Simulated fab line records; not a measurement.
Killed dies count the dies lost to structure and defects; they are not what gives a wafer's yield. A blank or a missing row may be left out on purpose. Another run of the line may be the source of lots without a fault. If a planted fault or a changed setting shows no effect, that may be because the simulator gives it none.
Problem report in the 8D (eight disciplines) form, filled by code :: flow berkeley cmos170 :: the parts of the form that need people (team, actions taken, sign-off) are left out

== 1. WHAT WENT WRONG ==
developer temp C at UCB170_GATE_DEVELOP_11 reads a mean of 20.04 C on 6 wafers of 2 lots; wafers without a fault read 20.98 C with a standard deviation of 0.11. Relative to the usual mean, that is a shift of -8.6 standard deviations.
The step: develop time 45 s.
First observed at day 9 14:00: wafer L984.4, on litho track-02. The record has a number at this step for 42 wafers belonging to 14 lots. The rule behind "out" and "out of limits": a value lying over 4 standard deviations away from the usual mean. All remaining wafers that have a number are taken as sound.

== 2. WHAT THIS IS AND IS NOT ==
question: which readings at this step
is: developer temp C
is not: -

question: which lots
is: L984, L988
is not: L970, L971, L972, L973, L975, L976, L978, L979, L980, L985, L986, L991

question: which wafers of those lots
is: all that have a number
is not: -

question: read on which tools
is: litho track-02
is not: litho track-01, litho track-04

question: when
is: from day 9 14:00
is not: up to then (27 sound wafers); but 9 sound wafers of L985, L986, L991 came after

== 3. THE SUSPECTS, EACH WITH WHAT RULES IT OUT ==
Counting: a tool at a process step up to the reading stays a suspect if it ran every lot that is out and no sound lot after the first of them.
- litho track-02 at UCB170_GATE_DEVELOP_11 (develop time 45 s): kept. Every lot that is out went through it, starting with L984 (day 9 14:00), and after that it ran no sound lot; the last sound lot it ran before then is L979 (day 8 21:00). Its own developer temp C readings are out on those wafers.
The count leaves litho track-02 at UCB170_GATE_DEVELOP_11.

== 4. THE CAUSE (what the simulator had put in) ==
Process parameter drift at UCB170_GATE_DEVELOP_11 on litho track-02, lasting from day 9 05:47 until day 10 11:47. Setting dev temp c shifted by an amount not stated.
The count eliminated every tool but this one.

== 5. THE EFFECT CHAIN, in route order ==
Rows list readings where the struck wafers' mean (over those with a number) sits beyond 3 standard deviations from the usual. Only readings for which the record gives a usual standard deviation are gone through. hours: the time from each lot's start at the first step in this table that gives one to its start at this step, as a median over the lots. sigmas: the change in usual standard deviations.
hours: 0
step: UCB170_GATE_DEVELOP_11
reading: developer temp C
usual: 20.98 C
on struck wafers: 20.04
change: -0.94
sigmas: -8.6
Its process steps:
- UCB170_GATE_DEVELOP_11: develop time 45 s.

== 6. HOW IT WOULD HAVE BEEN CAUGHT EARLIER ==
8 hours passed between the start of the fault at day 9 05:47 and the first reading out of limits in this record, taken at day 9 14:00.
